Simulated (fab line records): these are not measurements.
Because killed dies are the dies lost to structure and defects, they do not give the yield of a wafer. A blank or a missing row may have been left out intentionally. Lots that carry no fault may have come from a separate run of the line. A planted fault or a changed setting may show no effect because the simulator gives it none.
The tool behind it: which one? | flow berkeley-cmos170 | 14 lots, 42 wafers sampled, at 3 steps of a route of 331

WHAT EACH GAUGE READ, for each wafer
UCB170_V1_THK_MEAS_01.
lot  | measured     | on            | V1_TEOS_THK (nm)
L622 | day 8 23:54  | film-metro-01 | 1976 2028 2024
L623 | day 8 22:34  | film-metro-02 | 1953 2001 2028
L624 | day 9 01:13  | film-metro-01 | 1983 2014 1984
L626 | day 9 22:01  | film-metro-01 | 2009 2047 2017
L627 | day 10 00:01 | film-metro-04 | 2006 1976 1998
L629 | day 10 12:28 | film-metro-01 | 1954 1958 2002
L628 | day 10 11:09 | film-metro-02 | 1963 1953 2049
L630 | day 10 23:51 | film-metro-02 | 1992 2007 1979
L631 | day 10 22:29 | film-metro-01 | 1981 2012 1996
L633 | day 11 06:56 | film-metro-02 | 1974 1976 2028
L635 | day 12 04:29 | film-metro-02 | 2002 2022 2026
L639 | day 12 16:14 | film-metro-02 | 1985 1949 1993
L638 | day 12 20:33 | film-metro-02 | 2003 1974 2005
L641 | day 13 11:55 | film-metro-01 | 2007 2016 2043

UCB170_V1_CD_MEAS_12: the cd target is 700 nm.
lot  | measured     | on        | cd-nm (nm)
L622 | day 9 01:32  | cd-sem-01 | 699.7 700.4 700.8
L623 | day 9 00:22  | cd-sem-02 | 700.5 700.6 700.1
L624 | day 9 03:01  | cd-sem-02 | 699.3 698.7 699.7
L626 | day 9 23:53  | cd-sem-01 | 697.1 696.8 697.2
L627 | day 10 02:12 | cd-sem-01 | 699.7 698.0 700.5
L629 | day 10 15:35 | cd-sem-01 | 700.2 699.9 701.0
L628 | day 10 15:25 | cd-sem-02 | 701.8 700.1 700.2
L630 | day 11 01:24 | cd-sem-02 | 697.2 699.5 699.1
L631 | day 11 00:35 | cd-sem-01 | 700.3 700.4 700.0
L633 | day 11 08:48 | cd-sem-02 | 701.2 700.7 700.0
L635 | day 12 06:38 | cd-sem-02 | 700.8 700.2 701.9
L639 | day 12 18:52 | cd-sem-01 | 697.7 699.2 697.5
L638 | day 12 23:43 | cd-sem-01 | 701.0 701.7 701.8
L641 | day 13 13:43 | cd-sem-02 | 698.9 699.3 698.8

WHICH TOOL RAN EACH LOT (tool, then ch and the chambers of the sampled wafers, then the start)
lot  | UCB170_PLDD_STRIP_10
L622 | plasma-asher-02 ch 0,1, day 7 21:41
L623 | plasma-asher-02 ch 0,1, day 7 21:58
L624 | plasma-asher-02 ch 0,1, day 7 22:15
L626 | plasma-asher-01 ch 1, day 8 16:16
L627 | plasma-asher-01 ch 0,1, day 9 02:13
L629 | plasma-asher-02 ch 0,1, day 9 09:14
L628 | plasma-asher-02 ch 0,1, day 9 10:05
L630 | plasma-asher-02 ch 0,1, day 9 20:07
L631 | plasma-asher-04 ch 0,1, day 9 20:25
L633 | plasma-asher-04 ch 0,1, day 10 07:37
L635 | plasma-asher-04 ch 0,1, day 11 01:59
L639 | plasma-asher-04 ch 0,1, day 11 18:28
L638 | plasma-asher-01 ch 0, day 11 18:40
L641 | plasma-asher-04 ch 0,1, day 12 06:35
- UCB170_PLDD_STRIP_10: strips in O2.

WHAT THE TOOLS THEMSELVES READ (means of the sampled wafers that have a number; where no wafer has one, the mark that the record gives instead)
UCB170_PLDD_STRIP_10.
lot  | tool            | drypump-motor-current-A (A) | oes-product-au (a.u.) | strip-time-to-endpoint-s (s)
L622 | plasma-asher-02 | 5.5                         | 0.729                 | 21.77
L623 | plasma-asher-02 | 5.5                         | 0.735                 | 21.54
L624 | plasma-asher-02 | 5.2                         | 0.732                 | 21.70
L626 | plasma-asher-01 | 6.5                         | 0.734                 | 21.67
L627 | plasma-asher-01 | 6.0                         | 0.732                 | 21.72
L629 | plasma-asher-02 | 5.5                         | 0.736                 | 21.65
L628 | plasma-asher-02 | 5.2                         | 0.734                 | 21.70
L630 | plasma-asher-02 | 5.2                         | 0.741                 | 21.60
L631 | plasma-asher-04 | 5.6                         | 0.729                 | 21.58
L633 | plasma-asher-04 | 5.8                         | 0.738                 | 21.65
L635 | plasma-asher-04 | 5.6                         | 0.733                 | 21.69
L639 | plasma-asher-04 | 5.6                         | 0.731                 | 21.59
L638 | plasma-asher-01 | 5.7                         | 0.735                 | 21.64
L641 | plasma-asher-04 | 5.8                         | 0.733                 | 21.70

THE ANSWER, worked out from the rows above alone
Rule: what is usual is taken from the lots themselves. Put in order of their means at a reading, lots are off if they are a third of the lots or fewer, leave a main group of 4 or more, and stand apart from it by a gap of 3 or more times the standard deviation of the main group's means; of several such gaps the widest counts. Not used: any main group whose means are identical at the precision the tables above print for the reading. A lot without any number at a reading at which 4 lots or more have one is off too. Any other lot the step has rows for is counted as sound. The gauges are gone through in route order, then the tools' own readings, and for those a lot's mean is taken as printed above. At the first step where some lot is off, the reading lying furthest off is the one used; lots without a number count as furthest.
No lot is off at any reading shown: from this, nothing can be told.

WHAT THE SIMULATOR HAD PUT IN
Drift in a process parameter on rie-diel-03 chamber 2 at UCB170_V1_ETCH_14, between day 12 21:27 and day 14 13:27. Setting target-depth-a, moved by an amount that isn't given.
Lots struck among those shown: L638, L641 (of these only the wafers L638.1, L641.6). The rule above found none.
